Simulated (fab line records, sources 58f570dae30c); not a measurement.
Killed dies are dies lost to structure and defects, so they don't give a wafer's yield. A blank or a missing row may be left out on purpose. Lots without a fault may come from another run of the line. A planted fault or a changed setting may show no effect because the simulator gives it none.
Chamber matching | flow berkeley_cmos170 | UCB170_V1_ETCH_14 on rie_diel-01: 4 sister chambers
The step etches SiO2 in CHF3/CF4/Ar, stops on Al, target depth 1250 nm, time 291 s. 8 wafers are shown with their chamber, then 7 later ones without.

WAFERS WITH THEIR CHAMBER
wafer  | chamber | drypump_motor_current_A (A) | throttle_valve_pct (%)
L989.1 | 2       | 6.02                        | 6.90
L989.3 | 3       | 5.54                        | 7.01
L989.4 | 1       | 6.03                        | 6.79
L992.2 | 1       | 6.02                        | 6.79
L992.4 | 0       | 5.37                        | 6.83
L992.5 | 2       | 6.01                        | 6.89
L995.4 | 3       | 5.54                        | 7.02
L995.5 | 0       | 5.35                        | 6.84

WAFERS WITHOUT THEIR CHAMBER
wafer  | drypump_motor_current_A (A) | throttle_valve_pct (%)
L995.6 | 6.01                        | 6.80
L997.1 | 5.54                        | 7.02
L997.4 | 6.02                        | 6.80
L997.5 | 5.36                        | 6.83
L996.1 | 6.03                        | 6.79
L996.2 | 5.54                        | 7.02
L996.5 | 6.00                        | 6.90

WHICH CHAMBER EACH WENT THROUGH
wafer  | from the rows above | in truth
L995.6 | 1                   | 1
L997.1 | 3                   | 3
L997.4 | 1                   | 1
L997.5 | 0                   | 0
L996.1 | 1                   | 1
L996.2 | 3                   | 3
L996.5 | 2                   | 2
Placed correctly: 7 of 7. Can't be placed from these rows: 0. Placed wrongly: 0.
How it was worked out, from the rows above alone: a wafer's distance from a chamber is the root of the sum, over the readings, of the square of ((its reading less the chamber's mean) divided by the reading's scatter). The wafer belongs to the nearest chamber; if the next one is less than 2 further off, it can't be placed. A chamber's mean is the mean of its shown wafers. The scatter: the root of (the sum of the squares of (reading less its chamber's mean) over the shown wafers, divided by (wafers less chambers)).
